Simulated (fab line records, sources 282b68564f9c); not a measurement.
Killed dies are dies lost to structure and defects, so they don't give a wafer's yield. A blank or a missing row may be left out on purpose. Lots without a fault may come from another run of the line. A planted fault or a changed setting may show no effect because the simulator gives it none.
fab line records | flow rit_cmos
record lots=13 wafers=39 last_day=7
route steps=202 shown ACTIVE@16 FOX1@21 PWELL@47 CONTACT@179 M1@202
lots that met no fault: from a run of the same line without faults
start_h: hours from the record's first day to the start of the lot's first wafer shown | wait_h: hours since the lot's step before | " the same as in the row above | L1.1+2: a row that stands for several wafers | - no value, or no start given | * or withheld: withheld | < > ~ a bound
route shown NAME@n: a module of which the file shows steps, and the number in the route of the first | usual: mean/standard deviation of fault-free wafers | same: alike in all rows | chamber/n: place in a boat | sites: the reading at each site | _std_site: their standard deviation | _edge_site: outer sites' mean less inner sites' | radius_mm: how far each site lies from the wafer's centre | mask NAME#n: copy n | behind: the tool/chamber that last shaped the wafer | hold: why the lot was held/for how many hours/how that ended | device: the transistor (n, p or np) that didn't switch | end of line: the same wafers' tests at the end of the route | a step without rows: its recipe alone | killed: dies lost to structure and defects at the first sort, not the wafer's yield | map: a wafer's dies, x killed, . not, _ none there
set.NAME: the setting as run; set.NAME@STEP: as run at that earlier step | model.NAME: the simulator's own value behind a step, which no gauge read
steps of the route over a sample of lots; a table a step, a row a wafer
services: from which hour (start_h, from the record's first day; less than 0 if before it) a tool's chamber was out of use, for how many hours, and why
## steps
# step RIT_ACTIVE_CD_MEAS_90
# recipe target_cd_nm=1400
# usual cd_nm=1400.0/2.5
# columns lot.wafer tool chamber start_h wait_h cd_nm
L759.2 cd_sem-02 - 15.16 0.1 1397.4
L759.5 " - " " 1396.8
L759.6 " - " " 1396.1
L760.3 cd_sem-01 - 21.54 0.1 1398.9
L760.4 " - " " 1401.6
L760.6 " - " " 1401.0
L761.1 cd_sem-02 - 25.64 0.1 1401.3
L761.3 " - " " 1401.2
L761.6 " - " " 1403.6
L762.3 cd_sem-02 - 30.61 0.1 1405.1
L762.4 " - " " 1401.2
L762.5 " - " " 1402.4
L763.3 cd_sem-01 - 36.08 0.1 1400.1
L763.4 " - " " 1398.2
L763.5 " - " " 1399.1
L764.1 cd_sem-01 - 40.17 0.1 1402.8
L764.2 " - " " 1399.4
L764.3 " - " " 1401.9
L765.2 cd_sem-01 - 46.59 0.1 1400.9
L765.4 " - " " 1398.9
L765.5 " - " " 1401.5
L770.3 cd_sem-01 - 70.37 0.1 1400.2
L770.4 " - " " 1395.9
L770.5 " - " " 1398.4
L771.2 cd_sem-01 - 76.02 0.1 1398.9
L771.5 " - " " 1396.8
L771.6 " - " " 1398.5
L774.3 cd_sem-01 - 90.48 0.1 1395.8
L774.4 " - " " 1397.6
L774.5 " - " " 1397.6
L777.2 cd_sem-01 - 105.33 0.1 1402.9
L777.3 " - " " 1400.2
L777.6 " - " " 1401.1
L779.3 cd_sem-02 - 115.43 0.1 1396.0
L779.5 " - " " 1397.2
L779.6 " - " " 1399.9
L781.1 cd_sem-02 - 126.01 0.1 1403.6
L781.2 " - " " 1400.8
L781.6 " - " " 1399.9
# step RIT_FOX1_THK_MEAS_01
# recipe reads=SiO2_of_FOX1_OXIDATION_00
# usual FOX1_OXIDE_THK=350/6.6
# columns lot.wafer tool chamber start_h wait_h FOX1_OXIDE_THK[nm]
L759.2 film_metro-02 - 19.00 0.0 351
L759.5 " - " " 354
L759.6 " - " " 350
L760.3 film_metro-01 - 23.89 0.0 350
L760.4 " - " " 349
L760.6 " - " " 341
L761.1 film_metro-04 - 28.55 0.0 343
L761.3 " - " " 343
L761.6 " - " " 339
L762.3 film_metro-01 - 32.90 0.0 344
L762.4 " - " " 349
L762.5 " - " " 349
L763.3 film_metro-04 - 38.39 0.0 347
L763.4 " - " " 345
L763.5 " - " " 342
L764.1 film_metro-01 - 44.63 0.0 347
L764.2 " - " " 350
L764.3 " - " " 351
L765.2 film_metro-01 - 48.38 0.0 345
L765.4 " - " " 347
L765.5 " - " " 351
L770.3 film_metro-02 - 74.36 0.0 361
L770.4 " - " " 361
L770.5 " - " " 363
L771.2 film_metro-04 - 80.57 0.0 347
L771.5 " - " " 356
L771.6 " - " " 354
L774.3 film_metro-04 - 94.39 0.0 368
L774.4 " - " " 364
L774.5 " - " " 361
L777.2 film_metro-04 - 110.30 0.0 351
L777.3 " - " " 354
L777.6 " - " " 351
L779.3 film_metro-04 - 117.76 0.0 353
L779.5 " - " " 346
L779.6 " - " " 355
L781.1 film_metro-01 - 128.45 0.0 345
L781.2 " - " " 349
L781.6 " - " " 335
# step RIT_PWELL_IMPLANT_08
# recipe species=B energy_kev=170 dose_cm2=7e+13 tilt_deg=7
# usual dose_ions_cm2=7.002e+13/7.1e+10 faraday_current_uA=222/4
# columns lot.wafer tool chamber start_h wait_h dose_ions_cm2 faraday_current_uA
L759.2 implanter-04 0 24.44 0.2 7.008e+13 223
L759.5 " 0 " " 7.008e+13 226
L759.6 " 0 " " 7.009e+13 222
L760.3 implanter-04 0 29.35 0.2 7.015e+13 226
L760.4 " 0 " " 7.007e+13 219
L760.6 " 0 " " 7.008e+13 221
L761.1 implanter-04 0 35.92 0.2 7.001e+13 213
L761.3 " 0 " " 7.001e+13 217
L761.6 " 0 " " 6.999e+13 221
L762.3 implanter-02 0 38.20 0.2 7.01e+13 214
L762.4 " 0 " " 7.009e+13 217
L762.5 " 0 " " 6.992e+13 229
L763.3 implanter-02 0 43.92 0.2 6.998e+13 221
L763.4 " 0 " " 7e+13 214
L763.5 " 0 " " 7.016e+13 222
L764.1 implanter-04 0 49.93 0.2 7.01e+13 219
L764.2 " 0 " " 7.001e+13 217
L764.3 " 0 " " 7.004e+13 224
L765.2 implanter-02 0 54.59 0.2 7.001e+13 224
L765.4 " 0 " " 7.01e+13 226
L765.5 " 0 " " 7.006e+13 228
L770.3 implanter-04 0 80.76 0.2 8.857e+13 268
L770.4 " 0 " " 8.861e+13 289
L770.5 " 0 " " 8.857e+13 281
L771.2 implanter-04 0 85.81 0.2 8.855e+13 274
L771.5 " 0 " " 8.845e+13 280
L771.6 " 0 " " 8.851e+13 275
L774.3 implanter-03 0 99.65 0.2 7.005e+13 215
L774.4 " 0 " " 7.005e+13 224
L774.5 " 0 " " 7e+13 219
L777.2 implanter-02 0 115.84 0.2 7.012e+13 216
L777.3 " 0 " " 7.005e+13 221
L777.6 " 0 " " 7.015e+13 227
L779.3 implanter-02 0 123.33 0.2 7.004e+13 220
L779.5 " 0 " " 7.008e+13 224
L779.6 " 0 " " 6.997e+13 222
L781.1 implanter-02 0 133.90 0.2 6.999e+13 226
L781.2 " 0 " " 7.001e+13 216
L781.6 " 0 " " 7.003e+13 228
# step RIT_PWELL_TW_MEAS_10
# usual PWELL_TW=952/8.9
# columns lot.wafer tool chamber start_h wait_h PWELL_TW
L759.2 film_metro-04 - 24.75 0.1 952
L759.5 " - " " 957
L759.6 " - " " 952
L760.3 film_metro-04 - 29.65 0.1 954
L760.4 " - " " 955
L760.6 " - " " 961
L761.1 film_metro-02 - 36.24 0.1 940
L761.3 " - " " 941
L761.6 " - " " 939
L762.3 film_metro-02 - 38.50 0.1 938
L762.4 " - " " 946
L762.5 " - " " 941
L763.3 film_metro-04 - 44.21 0.1 959
L763.4 " - " " 959
L763.5 " - " " 957
L764.1 film_metro-02 - 50.25 0.1 940
L764.2 " - " " 943
L764.3 " - " " 939
L765.2 film_metro-02 - 54.90 0.1 936
L765.4 " - " " 938
L765.5 " - " " 938
L770.3 film_metro-03 - 81.05 0.1 1037
L770.4 " - " " 1035
L770.5 " - " " 1037
L771.2 film_metro-04 - 86.12 0.1 1036
L771.5 " - " " 1031
L771.6 " - " " 1035
L774.3 film_metro-04 - 99.94 0.1 960
L774.4 " - " " 962
L774.5 " - " " 958
L777.2 film_metro-03 - 116.15 0.1 948
L777.3 " - " " 945
L777.6 " - " " 948
L779.3 film_metro-02 - 123.63 0.1 954
L779.5 " - " " 948
L779.6 " - " " 956
L781.1 film_metro-02 - 134.23 0.1 960
L781.2 " - " " 959
L781.6 " - " " 963
# step RIT_WELLDRIVE_RS_MEAS_02
# recipe thk_meas_gauge=four-point-probe
# usual PWELL_RS=429.9/1.3
# columns lot.wafer tool chamber start_h wait_h PWELL_RS[ohm/sq]
L759.2 film_metro-03 - 30.02 0.1 431.5
L759.5 " - " " 431.9
L759.6 " - " " 431.6
L760.3 film_metro-04 - 36.20 0.1 430.5
L760.4 " - " " 430.6
L760.6 " - " " 430.2
L761.1 film_metro-04 - 41.50 0.1 428.4
L761.3 " - " " 429.4
L761.6 " - " " 428.3
L762.3 film_metro-03 - 43.78 0.1 430.4
L762.4 " - " " 429.1
L762.5 " - " " 430.3
L763.3 film_metro-02 - 49.49 0.1 430.5
L763.4 " - " " 428.9
L763.5 " - " " 428.5
L764.1 film_metro-02 - 55.97 0.1 429.9
L764.2 " - " " 428.2
L764.3 " - " " 428.4
L765.2 film_metro-03 - 60.89 0.1 428.7
L765.4 " - " " 430.0
L765.5 " - " " 429.8
L770.3 film_metro-02 - 87.06 0.1 371.1
L770.4 " - " " 369.6
L770.5 " - " " 370.2
L771.2 film_metro-03 - 93.20 0.1 369.3
L771.5 " - " " 370.2
L771.6 " - " " 370.0
L774.3 film_metro-04 - 105.28 0.1 430.5
L774.4 " - " " 430.3
L774.5 " - " " 430.0
L777.2 film_metro-04 - 122.97 0.1 431.4
L777.3 " - " " 428.8
L777.6 " - " " 430.6
L779.3 film_metro-03 - 128.91 0.1 429.9
L779.5 " - " " 430.1
L779.6 " - " " 428.9
L781.1 film_metro-02 - 140.66 0.1 428.6
L781.2 " - " " 426.6
L781.6 " - " " 428.4
# step RIT_CONTACT_ETCH_11
# recipe target_depth_a=4800 over_etch_frac=0.2 stop_on=TiSi2 chemistry=CHF3/CF4/Ar target=SiO2 CHF3_flow_sccm=50 cf4_flow_sccm=10 Ar_flow_sccm=100 O2_flow_sccm=5 pressure_mtorr=100 rf_w=200 time_s=320
# usual drypump_motor_current_A=5.57/0.24 oes_product_au=0.994/0.017 throttle_valve_pct=8.81/0.13
# columns lot.wafer tool chamber start_h wait_h drypump_motor_current_A oes_product_au rf_hours_counter_h throttle_valve_pct
L759.2 rie_diel-02 0 54.23 0.1 5.60 0.990 21 8.82
L759.5 " 0 " " 5.58 0.981 - 8.83
L759.6 " 2 " " 5.41 0.975 - 8.96
L760.3 rie_diel-02 0 61.29 0.1 5.59 0.995 22 8.82
L760.4 " 0 " " 5.58 0.994 - 8.84
L760.6 " 3 " " 5.54 0.988 - 8.94
L761.1 rie_diel-01 0 67.08 0.1 5.75 1.009 101 8.86
L761.3 " 3 " " 4.99 0.962 8 8.90
L761.6 " 3 " " 4.98 0.968 - 8.90
L762.3 rie_diel-02 0 69.04 0.1 5.61 0.987 22 8.84
L762.4 " 0 " " 5.61 0.990 - 8.83
L762.5 " 2 " " 5.43 0.984 - 8.95
L763.3 rie_diel-04 2 77.40 0.1 5.40 0.968 70 8.63
L763.4 " 3 " " 5.54 1.023 100 8.71
L763.5 " 0 " " 5.79 1.002 - 8.64
L764.1 rie_diel-01 1 79.68 0.1 5.40 1.015 116 8.66
L764.2 " 0 " " 5.75 1.000 101 8.86
L764.3 " 2 " " 6.05 0.998 92 8.97
L765.2 rie_diel-04 3 88.52 0.1 5.55 1.016 101 8.72
L765.4 " 0 " " 5.81 1.006 138 8.65
L765.5 " 3 " " 5.54 1.021 - 8.71
L770.3 rie_diel-02 0 113.17 0.1 5.62 0.988 23 8.82
L770.4 " 0 " " 5.60 0.995 - 8.83
L770.5 " 3 " " 5.55 0.987 - 8.93
L771.2 rie_diel-01 3 118.65 0.1 4.97 0.968 8 8.88
L771.5 " 2 " " 6.04 0.987 - 9.01
L771.6 " 3 " " 4.96 0.968 - 8.90
L774.3 rie_diel-01 2 129.65 0.1 6.03 0.995 93 8.99
L774.4 " 0 " " 5.77 1.011 102 8.88
L774.5 " 2 " " 6.07 1.002 - 9.01
L777.2 rie_diel-04 3 147.79 0.1 5.56 1.021 102 8.71
L777.3 " 2 " " 5.41 0.966 71 8.61
L777.6 " 3 " " 5.55 1.022 - 8.72
L779.3 rie_diel-04 2 154.63 0.1 5.36 0.968 71 8.61
L779.5 " 3 " " 5.55 1.024 - 8.71
L779.6 " 2 " " 5.37 0.973 - 8.60
L781.1 rie_diel-02 0 167.09 0.1 5.60 0.990 24 8.81
L781.2 " 1 " " 5.25 1.007 53 8.79
L781.6 " 2 " " 5.42 0.981 - 8.96
# step RIT_M1_PROBE_99
# usual killed_at_contacts=0.0/0.2 killed_at_front_end=7.2/2.5 killed_dies=7.3/2.5 killed_open=3.8/1.9 killed_short=3.5/1.8
# same gross_dies=264 killed_at_M0_to_M3=0 killed_at_M4_up=0 killed_at_back_side=0 killed_at_other=0
# columns lot.wafer tool chamber start_h wait_h killed_at_contacts killed_at_front_end killed_dies killed_open killed_short
L759.2 prober-02 - 59.43 0.1 0 5 5 3 2
L759.5 prober-02 - 59.58 0.2 0 6 6 3 3
L759.6 prober-02 - 59.63 0.2 0 11 11 7 4
L760.3 prober-01 - 66.55 0.2 0 5 5 5 0
L760.4 prober-01 - 66.60 0.2 0 11 11 4 7
L760.6 prober-01 - 66.70 0.2 0 8 8 4 4
L761.1 prober-02 - 71.95 0.1 0 11 11 6 5
L761.3 prober-02 - 72.05 0.2 0 10 10 7 3
L761.6 prober-02 - 72.20 0.2 0 7 7 4 3
L762.3 prober-01 - 74.05 0.2 1 8 9 5 4
L762.4 prober-01 - 74.10 0.2 0 11 11 7 4
L762.5 prober-01 - 74.15 0.2 0 9 9 7 2
L763.3 prober-02 - 82.36 0.2 0 9 9 4 5
L763.4 prober-02 - 82.41 0.2 0 7 7 5 2
L763.5 prober-02 - 82.46 0.2 0 3 3 0 3
L764.1 prober-02 - 84.66 0.1 0 12 12 7 5
L764.2 prober-02 - 84.71 0.1 0 9 9 4 5
L764.3 prober-02 - 84.76 0.2 0 8 8 4 4
L765.2 prober-01 - 93.59 0.1 0 4 4 2 2
L765.4 prober-01 - 93.69 0.2 0 6 6 2 4
L765.5 prober-01 - 93.74 0.2 0 4 4 2 2
L770.3 prober-01 - 118.25 0.2 0 6 6 3 3
L770.4 prober-01 - 118.30 0.2 1 12 13 9 4
L770.5 prober-01 - 118.35 0.2 0 10 10 8 2
L771.2 prober-02 - 123.75 0.1 0 8 8 3 5
L771.5 prober-02 - 123.90 0.2 0 8 8 3 5
L771.6 prober-02 - 123.95 0.2 0 10 10 3 7
L774.3 prober-01 - 134.73 0.2 0 7 7 0 7
L774.4 prober-01 - 134.78 0.2 0 9 9 5 4
L774.5 prober-01 - 134.83 0.2 0 6 6 3 3
L777.2 prober-02 - 152.81 0.1 0 9 9 5 4
L777.3 prober-02 - 152.86 0.2 0 11 11 6 5
L777.6 prober-02 - 153.01 0.2 0 9 9 5 4
L779.3 prober-02 - 160.01 0.2 0 9 9 5 4
L779.5 prober-02 - 160.11 0.2 0 4 4 1 3
L779.6 prober-02 - 160.16 0.2 0 9 9 3 6
L781.1 prober-02 - 172.01 0.1 0 7 7 3 4
L781.2 prober-02 - 172.06 0.1 0 6 6 3 3
L781.6 prober-02 - 172.26 0.2 0 13 13 9 4
# killed by level:class
L759.2 REOX:geometric_particle:short=1 REOX:geometric_particle:open=1 SPACER:geometric_particle:open=1 SILICIDE:geometric_particle:short=1 SILICIDE:geometric_particle:open=1
L759.5 FOX1:geometric_particle:short=3 GATE:geometric_particle:open=2 REOX:geometric_particle:open=1
L759.6 GATE:geometric_particle:open=3 REOX:geometric_particle:short=3 SPACER:geometric_particle:open=2 FOX1:geometric_particle:open=1 FOX1:geometric_particle:short=1 REOX:geometric_particle:open=1
L760.3 GATE:geometric_particle:open=3 REOX:geometric_particle:open=1 SPACER:geometric_particle:open=1
L760.4 REOX:geometric_particle:open=2 REOX:geometric_particle:short=2 SILICIDE:geometric_particle:short=2 FOX1:geometric_particle:short=1 FOX2:geometric_particle:open=1 FOX2:geometric_particle:short=1 GATE:geometric_particle:short=1 SILICIDE:geometric_particle:open=1
L760.6 FOX2:geometric_particle:short=2 GATE:geometric_particle:open=2 FOX1:geometric_particle:short=1 REOX:geometric_particle:short=1 SPACER:geometric_particle:open=1 SILICIDE:geometric_particle:open=1
L761.1 GATE:geometric_particle:short=3 FOX2:geometric_particle:open=2 REOX:geometric_particle:short=2 FOX1:geometric_particle:open=1 GATE:geometric_particle:open=1 REOX:geometric_particle:open=1 SPACER:geometric_particle:open=1
L761.3 GATE:geometric_particle:short=3 FOX1:geometric_particle:open=2 FOX2:geometric_particle:open=2 GATE:geometric_particle:open=1 REOX:geometric_particle:open=1 SPACER:geometric_particle:open=1
L761.6 SILICIDE:geometric_particle:open=3 GATE:geometric_particle:short=2 GATE:geometric_particle:open=1 REOX:geometric_particle:short=1
L762.3 FOX2:geometric_particle:short=3 FOX2:geometric_particle:open=3 FOX1:geometric_particle:short=1 SILICIDE:geometric_particle:open=1 CONTACT:geometric_particle:open=1
L762.4 FOX2:geometric_particle:short=3 GATE:geometric_particle:open=2 REOX:geometric_particle:open=2 FOX1:geometric_particle:open=1 FOX2:geometric_particle:open=1 GATE:geometric_particle:short=1 SILICIDE:geometric_particle:open=1
L762.5 GATE:geometric_particle:open=2 SILICIDE:geometric_particle:open=2 FOX2:geometric_particle:short=1 FOX2:geometric_particle:open=1 REOX:geometric_particle:short=1 REOX:geometric_particle:open=1 SPACER:geometric_particle:open=1
L763.3 GATE:geometric_particle:short=3 FOX1:geometric_particle:short=2 GATE:geometric_particle:open=2 REOX:geometric_particle:open=2
L763.4 GATE:geometric_particle:open=3 SPACER:geometric_particle:short=2 REOX:geometric_particle:open=1 SPACER:geometric_particle:open=1
L763.5 FOX1:geometric_particle:short=1 GATE:geometric_particle:short=1 SPACER:geometric_particle:short=1
L764.1 GATE:geometric_particle:open=3 SILICIDE:geometric_particle:open=3 GATE:geometric_particle:short=2 FOX1:geometric_particle:open=1 FOX2:geometric_particle:short=1 REOX:geometric_particle:short=1 SILICIDE:geometric_particle:short=1
L764.2 FOX2:geometric_particle:open=2 REOX:geometric_particle:open=2 REOX:geometric_particle:short=2 GATE:geometric_particle:short=1 SPACER:geometric_particle:short=1 SILICIDE:geometric_particle:short=1
L764.3 REOX:geometric_particle:open=3 REOX:geometric_particle:short=2 FOX1:geometric_particle:open=1 FOX2:geometric_particle:short=1 GATE:geometric_particle:short=1
L765.2 FOX1:geometric_particle:open=1 FOX1:geometric_particle:short=1 GATE:geometric_particle:open=1 SILICIDE:geometric_particle:short=1
L765.4 FOX1:geometric_particle:open=1 GATE:geometric_particle:short=1 REOX:geometric_particle:short=1 REOX:geometric_particle:open=1 SPACER:geometric_particle:short=1 SILICIDE:geometric_particle:short=1
L765.5 GATE:geometric_particle:short=1 SPACER:geometric_particle:open=1 SILICIDE:geometric_particle:open=1 SILICIDE:geometric_particle:short=1
L770.3 GATE:geometric_particle:open=2 FOX1:geometric_particle:short=1 GATE:geometric_particle:short=1 REOX:geometric_particle:open=1 SILICIDE:geometric_particle:short=1
L770.4 FOX1:geometric_particle:open=3 GATE:geometric_particle:open=3 REOX:geometric_particle:short=2 SILICIDE:geometric_particle:open=2 FOX1:geometric_particle:short=1 GATE:geometric_particle:short=1 CONTACT:geometric_particle:open=1
L770.5 GATE:geometric_particle:open=4 REOX:geometric_particle:open=2 FOX1:geometric_particle:open=1 FOX2:geometric_particle:open=1 GATE:geometric_particle:short=1 SPACER:geometric_particle:short=1
L771.2 GATE:geometric_particle:short=2 REOX:geometric_particle:short=2 FOX1:geometric_particle:open=1 FOX1:geometric_particle:short=1 SPACER:geometric_particle:open=1 SILICIDE:geometric_particle:open=1
L771.5 GATE:geometric_particle:short=3 FOX2:geometric_particle:short=2 GATE:geometric_particle:open=2 SILICIDE:geometric_particle:open=1
L771.6 FOX2:geometric_particle:short=3 GATE:geometric_particle:open=2 FOX1:geometric_particle:open=1 GATE:geometric_particle:short=1 REOX:geometric_particle:short=1 SPACER:geometric_particle:short=1 SILICIDE:geometric_particle:short=1
L774.3 SILICIDE:geometric_particle:short=3 GATE:geometric_particle:short=2 FOX1:geometric_particle:short=1 FOX2:geometric_particle:short=1
L774.4 FOX1:geometric_particle:short=2 FOX2:geometric_particle:open=2 FOX1:geometric_particle:open=1 GATE:geometric_particle:open=1 GATE:geometric_particle:short=1 REOX:geometric_particle:short=1 REOX:geometric_particle:open=1
L774.5 GATE:geometric_particle:short=1 GATE:geometric_particle:open=1 REOX:geometric_particle:short=1 REOX:geometric_particle:open=1 SPACER:geometric_particle:short=1 SILICIDE:geometric_particle:open=1
L777.2 GATE:geometric_particle:short=4 GATE:geometric_particle:open=3 FOX1:geometric_particle:open=1 REOX:geometric_particle:open=1
L777.3 FOX1:geometric_particle:open=2 FOX2:geometric_particle:open=2 GATE:geometric_particle:open=2 SILICIDE:geometric_particle:short=2 FOX1:geometric_particle:short=1 FOX2:geometric_particle:short=1 SPACER:geometric_particle:short=1
L777.6 GATE:geometric_particle:open=4 FOX1:geometric_particle:short=3 GATE:geometric_particle:short=1 REOX:geometric_particle:open=1
L779.3 GATE:geometric_particle:open=3 GATE:geometric_particle:short=1 REOX:geometric_particle:short=1 SPACER:geometric_particle:open=1 SPACER:geometric_particle:short=1 SILICIDE:geometric_particle:open=1 SILICIDE:geometric_particle:short=1
L779.5 GATE:geometric_particle:short=1 REOX:geometric_particle:open=1 SPACER:geometric_particle:short=1 SILICIDE:geometric_particle:short=1
L779.6 REOX:geometric_particle:short=3 GATE:geometric_particle:short=2 GATE:geometric_particle:open=1 SPACER:geometric_particle:open=1 SILICIDE:geometric_particle:open=1 SILICIDE:geometric_particle:short=1
L781.1 FOX1:geometric_particle:open=2 GATE:geometric_particle:short=2 FOX1:geometric_particle:short=1 SPACER:geometric_particle:short=1 SILICIDE:geometric_particle:open=1
L781.2 SPACER:geometric_particle:short=2 FOX1:geometric_particle:open=1 FOX1:geometric_particle:short=1 GATE:geometric_particle:open=1 SILICIDE:geometric_particle:open=1
L781.6 FOX1:geometric_particle:open=3 GATE:geometric_particle:open=3 FOX1:geometric_particle:short=2 REOX:geometric_particle:open=2 REOX:geometric_particle:short=1 SPACER:geometric_particle:open=1 SPACER:geometric_particle:short=1
## services
# columns tool chamber start_h hours kind
rie_diel-02 2 15.15 7.5 repair
rie_diel-04 2 22.35 9.7 repair
rie_diel-04 - 23.37 14.6 pm
rie_diel-02 1 24.10 127.8 repair
implanter-04 - 44.46 2.6 repair
implanter-02 - 49.55 4.1 pm
rie_diel-01 - 70.58 2.8 pm
rie_diel-01 3 79.01 14.1 repair
implanter-04 - 125.63 4.2 pm
implanter-03 - 128.68 36.5 repair
implanter-04 - 133.28 2.0 repair
rie_diel-02 3 151.95 - clean
rie_diel-02 3 151.95 20.6 scheduled_down
rie_diel-02 3 151.95 20.6 vent_cycle
## key
first_sign step=RIT_PWELL_IMPLANT_08 reading=dose_ions_cm2 direction=up sigmas=99+ usual=7.002e+13 struck=8.854e+13
effect step=RIT_PWELL_IMPLANT_08 reading=faraday_current_uA direction=up sigmas=14 usual=222 struck=278
effect step=RIT_PWELL_TW_MEAS_10 reading=PWELL_TW direction=up sigmas=9.4 usual=952 struck=1035
effect step=RIT_WELLDRIVE_RS_MEAS_02 reading=PWELL_RS direction=down sigmas=45 usual=429.9 struck=370.1
met_at RIT_PWELL_IMPLANT_08
struck_lots L770,L771
tester_left_out L770,L771
not_acting_at RIT_ACTIVE_CD_MEAS_90,RIT_FOX1_THK_MEAS_01,RIT_CONTACT_ETCH_11
onset_between 49.93 80.76
fault kind=process_parameter_drift tool=implanter-04 chamber=- onset_h=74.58 steps=RIT_PWELL_IMPLANT_08 channel=dose_cm2 offset=1.8561e+13 shape=step end_h=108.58 acts_in=these_recipes_only stated=7e+13
# tester_left_out: of these lots the tester's yield and bins aren't shown, on N5 and GAA mostly nor the transistor test; their killed dies are dies lost to structure and defects alone, not to doping, threshold or leakage, so they don't give the yield
